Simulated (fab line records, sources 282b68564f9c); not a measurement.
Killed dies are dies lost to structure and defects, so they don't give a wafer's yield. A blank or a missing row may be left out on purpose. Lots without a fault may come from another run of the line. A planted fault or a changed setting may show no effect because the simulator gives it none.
Which tool did it? | flow rit_cmos | 12 lots, 36 wafers sampled, at 2 steps of a route of 202

WHAT THE GAUGES READ, wafer by wafer
The record holds no reading of a measuring or inspecting step that can be judged against a usual standard deviation.

WHICH TOOL RAN EACH LOT (tool, then ch and the chambers of the sampled wafers, then the start)
lot  | RIT_GATE_ETCH_19                | RIT_M1_PROBE_99
L431 | rie_si-02 ch 0,1,2, day 2 16:20 | -
L432 | rie_si-01 ch 0,2,3, day 2 21:19 | -
L433 | rie_si-02 ch 1,2,3, day 3 00:11 | -
L434 | rie_si-01 ch 0,1,3, day 3 08:01 | -
L440 | rie_si-01 ch 1,2, day 4 14:36   | prober-01, day 5 11:05
L441 | rie_si-02 ch 0,1,2, day 4 19:07 | -
L442 | rie_si-02 ch 0,3, day 5 04:26   | -
L445 | rie_si-02 ch 0,2,3, day 5 17:46 | -
L447 | rie_si-02 ch 1,2,3, day 6 01:04 | -
L449 | rie_si-02 ch 0,1,3, day 6 12:18 | prober-02, day 7 08:44
L451 | rie_si-02 ch 1,2, day 6 22:25   | -
L453 | rie_si-02 ch 1,2, day 7 05:05   | -
- RIT_GATE_ETCH_19: etches poly-Si in SF6/CHF3/O2, stops on SiO2, time 165 s, target depth 312.5 nm.
- RIT_M1_PROBE_99

WHAT THE TOOLS THEMSELVES READ (means of the sampled wafers that have a number; where no wafer has one, the mark that the record gives instead)
RIT_GATE_ETCH_19. Usual: drypump_motor_current_A 5.9 A, standard deviation 0.3; oes_product_au 0.854 a.u., standard deviation 0.01; throttle_valve_pct 10.27 %, standard deviation 0.13.
lot  | tool      | drypump_motor_current_A (A) | oes_product_au (a.u.) | throttle_valve_pct (%) | flag
L431 | rie_si-02 | 6.1                         | 0.865                 | 10.24                  |
L432 | rie_si-01 | 5.7                         | 0.853                 | 10.31                  |
L433 | rie_si-02 | 5.8                         | 0.857                 | 10.34                  |
L434 | rie_si-01 | 5.8                         | 0.845                 | 10.24                  |
L440 | rie_si-01 | 6.0                         | 0.857                 | 10.29                  |
L441 | rie_si-02 | 6.1                         | 0.852                 | 10.24                  |
L442 | rie_si-02 | 6.4                         | 0.856                 | 10.10                  |
L445 | rie_si-02 | 6.1                         | 0.851                 | 10.19                  |
L447 | rie_si-02 | 5.8                         | 0.847                 | 10.34                  |
L449 | rie_si-02 | 6.1                         | 0.845                 | 10.24                  |
L451 | rie_si-02 | 5.8                         | 0.859                 | 10.33                  |
L453 | rie_si-02 | 5.8                         | 0.861                 | 10.34                  |

RIT_M1_PROBE_99. Usual: killed_at_M0_to_M3 0.0, standard deviation 0.083; killed_at_contacts 0.0, standard deviation 0.18; killed_at_front_end 7, standard deviation 3.4; killed_dies 7, standard deviation 3.4; killed_on_rim 1.8, standard deviation 1.4; killed_open 3.4, standard deviation 2; killed_short 3.6, standard deviation 2.1.
lot  | tool      | killed_at_M0_to_M3 | killed_at_contacts | killed_at_front_end | killed_dies | killed_on_rim | killed_open | killed_short | flag
L440 | prober-01 | 0.0                | 0.0                | 25                  | 25          | 7.7           | 5.7         | 4.7          | OFF
L449 | prober-02 | 0.0                | 0.0                | 3                   | 3           | 0.3           | 1.0         | 2.0          |

THE ANSWER, worked out from the rows above alone
Rule: a lot is off if the mean of its wafers that have a number lies more than 3 standard deviations from the usual mean. A lot without any number at a reading at which 4 lots or more have one is off too. The other lots that the step has rows for count as sound. The gauges are gone through in route order, then the tools' own readings, and for those a lot's mean is taken as printed above. The first step at which some lot is off is used, and at that step the reading that is off furthest; a lot without a number counts as furthest.
Off: L440, at RIT_M1_PROBE_99 (killed_at_front_end). Neither off nor sound, because the step has no rows for them: L431, L432, L433, L434, L441, L442, L445, L447, L451, L453.
A tool fits if, at that step or a process step before it, it ran every lot that is off, and no sound lot after the first of them. Can't be told from this: 2 tools fit, rie_si-01 at RIT_GATE_ETCH_19, prober-01 at RIT_M1_PROBE_99.

WHAT THE SIMULATOR HAD PUT IN
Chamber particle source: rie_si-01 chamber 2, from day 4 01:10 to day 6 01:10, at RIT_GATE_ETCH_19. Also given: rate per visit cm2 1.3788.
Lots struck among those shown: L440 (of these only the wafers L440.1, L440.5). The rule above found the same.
